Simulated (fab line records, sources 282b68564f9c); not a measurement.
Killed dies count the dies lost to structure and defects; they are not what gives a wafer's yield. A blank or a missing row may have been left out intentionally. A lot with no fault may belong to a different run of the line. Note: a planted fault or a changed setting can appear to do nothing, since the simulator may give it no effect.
A struck lot beside a sound one | flow ritCmos | 44 steps out of a route of 202
Sound: these wafers, L160.1, L160.2, L160.5. The struck wafers were L157.3, L157.4, L157.5. Last of all comes the cause.
Order at every step that has rows: each side's tool, ch and its chambers, its first start. Under that, the readings that differ: sound wafers | struck wafers | difference of the means | sigmas: that difference in standard deviations of wafers without a fault.
alike: a reading whose means differ by less than 2 such deviations, as well as words and numbers matching on both sides. not compared: withheld readings; readings where some wafer has no value; bounds like >300 that might hide an equal value; numbers whose values overlap and for which the record gives no deviation.
A row with sigmas, a row that says differs or no value, or rows on one side alone: a step with any of these is where the two part. Numbers that have no deviation but don't overlap get no sigmas and don't part them. A reading missing from all wafers of one side parts the sides only when that side holds two or more wafers.

first, 1 step without rows for these wafers: RIT_PRETRO_IMPLANT_08.
RIT_PRETRO_STRIP_09: strips in O2, time 180 s.
  sound on plasmaAsher-04 ch 0,1, day 4 13:25; struck on plasmaAsher-04 ch 0,1, day 3 23:11
  alike: drypumpMotorCurrentA
  not compared: rfHoursCounterH
RIT_PRETRO_TW_MEAS_10:
  struck on filmMetro-01, day 3 23:19; sound on filmMetro-01, day 4 13:36
  alike: PRETRO_TW
then, 5 steps without rows for these wafers: RIT_GATE_WET_ETCH_00 (etches SiO2 in BOE, target depth 56 nm, time 60 s); RIT_GATE_CLEAN_01 (cleans in SC1, time 600 s); RIT_GATE_CLEAN_02 (cleans in dHF, time 30 s); RIT_GATE_CLEAN_03 (cleans in SC2, time 600 s); RIT_GATE_CLEAN_04 (cleans in dHF, time 60 s).
RIT_FOX2_THK_MEAS_91:
  struck on filmMetro-01, day 3 23:48; sound on filmMetro-03, day 4 14:04
  alike: FIELD_OXIDE_LEFT_2_THK
then, 2 steps without rows for these wafers: RIT_GATE_OXIDATION_05 (target thk 3 nm, ox time 270 s); RIT_GATE_ANNEAL_06 (time 600 s).
RIT_GATE_THK_MEAS_07:
  struck on filmMetro-04, day 4 01:11; sound on filmMetro-03, day 4 15:28
  alike: GATE_OXIDE_THK
RIT_GATE_CVD_08: deposits poly-Si from SiH4, target thk 250 nm, time 2220 s.
  sound on lpcvd-01 ch 0, day 4 16:55; struck on lpcvd-02 ch 1, day 4 01:25
reading                                 | sound             | struck            | difference | sigmas
spikeTcLoadC (C)                        | 628.1 627.6 627.0 | 632.6 632.5 632.0 | +4.8       | +2
model.poly-Si_of_GATE_CVD_08.thkNm (nm) | 251.4 248.3 246.5 | 280.1 280.4 279.8 | +31.4      | 
  alike: zonePowerSourcePct
RIT_GATE_THK_MEAS_09:
  struck on filmMetro-01, day 4 03:03; sound on filmMetro-01, day 4 18:33
reading            | sound             | struck            | difference | sigmas
GATE_POLY_THK (nm) | 251.5 248.3 246.3 | 280.1 280.4 279.8 | +31.4      | +13
then, 6 steps without rows for these wafers: RIT_GATE_HMDS_10 (prime time 60 s); RIT_GATE_COAT_11 (resist thk 850 nm); RIT_GATE_SOFTBAKE_12 (time 60 s); RIT_GATE_EXPOSE_13 (exposes mask M6, target cd 150 nm); RIT_GATE_PEB_14; RIT_GATE_DEVELOP_15 (develop time 50 s).
RIT_GATE_CD_MEAS_16: target cd 150 nm.
  struck on cdSem-01, day 4 04:09; sound on cdSem-01, day 4 19:28
  alike: cdNm
RIT_GATE_OVL_MEAS_17:
  struck on overlay-01, day 4 04:14; sound on overlay-01, day 4 19:35
  alike: GATE_OVL
then, 1 step without rows for these wafers: RIT_GATE_HARDBAKE_18 (time 60 s).
RIT_GATE_ETCH_19: etches poly-Si in SF6/CHF3/O2, stops on SiO2, time 165 s, target depth 312.5 nm.
  sound on rieSi-01 ch 0,1, day 4 19:46; struck on rieSi-02 ch 0,1,3, day 4 04:25
reading                        | sound             | struck            | difference | sigmas
oesProductAu (a.u.)            | 0.877 0.851 0.844 | 0.912 0.899 0.918 | +0.052     | +4
model.GATE.featureDepthNm (nm) | 251.4 248.3 246.5 | 280.1 280.4 279.8 | +31.4      | 
model.etch.depthNm (nm)        | 251.4 248.3 246.5 | 280.1 280.4 279.8 | +31.4      | 
  alike: drypumpMotorCurrentA, throttleValvePct
  not compared: rfHoursCounterH
RIT_GATE_STRIP_20: strips in O2, time 180 s.
  sound on plasmaAsher-03 ch 0,1, day 4 19:53; struck on plasmaAsher-01 ch 0,1, day 4 04:35
  alike: drypumpMotorCurrentA
  not compared: rfHoursCounterH
RIT_GATE_CD_MEAS_90: target cd 150 nm.
  struck on cdSem-01, day 4 04:44; sound on cdSem-01, day 4 20:04
  alike: cdNm
then, 4 steps without rows for these wafers: RIT_REOX_CLEAN_00 (cleans in SC1, time 600 s); RIT_REOX_CLEAN_01 (cleans in dHF, time 30 s); RIT_REOX_CLEAN_02 (cleans in SC2, time 600 s); RIT_REOX_OXIDATION_03 (target thk 25.2 nm, ox time 5580 s).
RIT_REOX_THK_MEAS_04:
  struck on filmMetro-01, day 4 09:03; sound on filmMetro-02, day 4 23:55
  alike: REOX_OXIDE_THK
then, 6 steps without rows for these wafers: RIT_NLDD_HMDS_00 (prime time 60 s); RIT_NLDD_COAT_01 (resist thk 1000 nm); RIT_NLDD_SOFTBAKE_02 (time 60 s); RIT_NLDD_EXPOSE_03 (exposes mask M7, target cd 40700 nm); RIT_NLDD_PEB_04; RIT_NLDD_DEVELOP_05 (develop time 50 s).
RIT_NLDD_OVL_MEAS_06:
  struck on overlay-01, day 4 09:57; sound on overlay-02, day 5 00:57
  alike: NLDD_OVL
then, 2 steps without rows for these wafers: RIT_NLDD_HARDBAKE_07 (time 60 s); RIT_NLDD_IMPLANT_08.
RIT_NLDD_STRIP_09: strips in O2, time 180 s.
  sound on plasmaAsher-03 ch 0,1, day 5 01:17; struck on plasmaAsher-03 ch 0,1, day 4 10:20
  alike: drypumpMotorCurrentA
  not compared: rfHoursCounterH
RIT_NLDD_TW_MEAS_10:
  struck on filmMetro-03, day 4 10:28; sound on filmMetro-02, day 5 01:28
reading | sound          | struck         | difference | sigmas
NLDD_TW | 2492 2488 2491 | 2555 2541 2540 | +55        | +3
RIT_SDANNEAL_CLEAN_02: cleans in SC2, time 600 s.
  sound on wetBench-03 ch 2, day 5 09:34; struck on wetBench-03 ch 1, day 4 18:02
reading                                 | sound             | struck            | difference | sigmas
model.poly-Si_of_GATE_CVD_08.thkNm (nm) | 164.3 161.2 158.6 | 193.8 194.3 192.7 | +32.2      | 
RIT_M1_PROBE_99:
  struck on prober-01, day 5 01:54; sound on prober-02, day 5 17:13
reading                                    | sound               | struck               | difference | sigmas
model.etest.pmosTurned.rOnOhmUm            | 3450 3423 3330      | 3729 3649 3671       | +282       | 
model.etest.nmosTurned.driveUaUm           | 322.1 325.9 339.2   | 285.9 293.4 292.5    | -38.5      | 
model.etest.pmosTurned.driveUaUm           | 187.8 189.8 199.5   | 165.3 171.6 170.9    | -23.1      | 
model.etest.polyCombOverSteps.leakLog10AUm | -12.87 -12.77 -12.9 | -10.23 -10.39 -10.33 | +2.53      | 
model.etest.ppolyLine.rsOhmSq              | 16.34 16.41 16.61   | 16.01 16.09 16.19    | -0.36      | 
model.etest.nmos_0p15.toxInvNm (nm)        | 4.52 4.494 4.469    | 4.7 4.681 4.62       | +0.2       | 
  alike: killedAtFrontEnd, killedDies, killedOpen, killedShort
  not compared: model.etest.nmos_0p15.overlapFfUm

## WHERE THEY PART
First at RIT_GATE_CVD_08; last, within this record, at RIT_NLDD_TW_MEAS_10. Later steps at which nothing parts them and some readings are alike: RIT_M1_PROBE_99.

WHY: whatever the simulator had introduced
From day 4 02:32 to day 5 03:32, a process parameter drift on lpcvd-02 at RIT_GATE_CVD_08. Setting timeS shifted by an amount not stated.
